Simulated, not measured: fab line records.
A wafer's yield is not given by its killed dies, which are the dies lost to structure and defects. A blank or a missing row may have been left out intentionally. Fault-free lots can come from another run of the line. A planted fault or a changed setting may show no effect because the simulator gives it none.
Shared-tool check + flow rit-cmos + 14 lots, 42 wafers sampled

WHY THIS WAS OPENED
Of 14 lots, 2 have the reading GATE_OXIDE_THK flagged at RIT_GATE_THK_MEAS_07. Wafers without a fault read 3.01 nm, standard deviation 0.076.
Rule: a lot is flagged in two cases, either no wafer of it has a number, or all its wafers with numbers fall more than 4 standard deviations from that mean. All remaining lots are regarded as sound.

| lot  | measured    | on            | GATE_OXIDE_THK (nm), wafer by wafer | flag    |
|------|-------------|---------------|-------------------------------------|---------|
| L377 | day 2 12:16 | film-metro-03 | 2.87 2.92 3.00                      |         |
| L380 | day 3 01:11 | film-metro-04 | 2.87 2.81 2.88                      |         |
| L382 | day 3 14:29 | film-metro-02 | 3.01 2.97 3.03                      |         |
| L383 | day 3 19:25 | film-metro-04 | 2.97 2.98 2.97                      |         |
| L384 | day 3 22:23 | film-metro-04 | 3.04 3.09 3.08                      |         |
| L385 | day 4 08:04 | film-metro-02 | 3.10 3.06 3.09                      |         |
| L386 | day 4 10:43 | film-metro-02 | 3.08 3.04 3.02                      |         |
| L387 | day 4 12:15 | film-metro-04 | 3.12 3.05 3.12                      |         |
| L388 | day 4 18:10 | film-metro-02 | 3.03 2.96 3.03                      |         |
| L389 | day 4 23:29 | film-metro-02 | 3.02 2.93 3.05                      |         |
| L390 | day 5 07:26 | film-metro-03 | 3.02 3.00 3.07                      |         |
| L393 | day 5 19:29 | film-metro-03 | 4.94 4.90 5.00                      | FLAGGED |
| L396 | day 6 14:02 | film-metro-04 | 3.04 3.10 3.02                      |         |
| L398 | day 6 20:19 | film-metro-02 | 4.86 4.88 5.01                      | FLAGGED |
The numbers of the flagged lots are 4.93 nm on average: +1.92 nm against the usual, or +25 standard deviations.

WHICH TOOL EACH LOT WENT THROUGH
The record keeps 1 process step preceding the reading, out of 202 steps on the route. Cell contents, in order: the tool; ch with the chambers the sampled wafers went through; the start.
| lot  | flag    | RIT_GATE_OXIDATION_05        |
|------|---------|------------------------------|
| L377 |         | furnace-04 ch 0, day 2 10:13 |
| L380 |         | furnace-01 ch 0, day 2 23:31 |
| L382 |         | furnace-04 ch 0, day 3 12:02 |
| L383 |         | furnace-01 ch 0, day 3 17:00 |
| L384 |         | furnace-03 ch 0, day 3 21:04 |
| L385 |         | furnace-03 ch 0, day 4 06:44 |
| L386 |         | furnace-04 ch 0, day 4 09:23 |
| L387 |         | furnace-03 ch 0, day 4 10:55 |
| L388 |         | furnace-04 ch 0, day 4 15:55 |
| L389 |         | furnace-04 ch 0, day 4 21:44 |
| L390 |         | furnace-01 ch 0, day 5 04:10 |
| L393 | FLAGGED | furnace-04 ch 0, day 5 17:47 |
| L396 |         | furnace-01 ch 0, day 6 12:18 |
| L398 | FLAGGED | furnace-04 ch 0, day 6 18:59 |
What these steps do:
- RIT_GATE_OXIDATION_05: target thk 3 nm, ox time 270 s.
- RIT_GATE_THK_MEAS_07

FLAGGED OVER TOTAL, TOOL BY TOOL (the gauges that took the reading come last)
| step                  | tool          | lots run | flagged | share of the flagged lots | sound lots run after its first flagged lot |
|-----------------------|---------------|----------|---------|---------------------------|--------------------------------------------|
| RIT_GATE_OXIDATION_05 | furnace-01    | 4        | 0       | none                      | -                                          |
| RIT_GATE_OXIDATION_05 | furnace-03    | 3        | 0       | none                      | -                                          |
| RIT_GATE_OXIDATION_05 | furnace-04    | 7        | 2       | all                       | 0                                          |
| RIT_GATE_THK_MEAS_07  | film-metro-02 | 6        | 1       | some                      | 0                                          |
| RIT_GATE_THK_MEAS_07  | film-metro-03 | 3        | 1       | some                      | 0                                          |
| RIT_GATE_THK_MEAS_07  | film-metro-04 | 5        | 0       | none                      | -                                          |

THE TABLE: WHAT IT ALLOWS
All flagged lots share 1 row of the table, namely furnace-04 at RIT_GATE_OXIDATION_05.
- furnace-04 at RIT_GATE_OXIDATION_05 ran 7 lots, 2 of them flagged. Its last sound lot is L389 (day 4 21:44), its first flagged lot L393 (day 5 17:47): a fault that began between those two fits.
Left over: one tool, furnace-04 at RIT_GATE_OXIDATION_05.

WHAT THE SIMULATOR HAD INSERTED
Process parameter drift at RIT_GATE_OXIDATION_05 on furnace-04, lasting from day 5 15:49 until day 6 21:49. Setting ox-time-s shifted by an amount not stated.
Lots struck among those shown: L393, L398. The rule above reached the same finding.
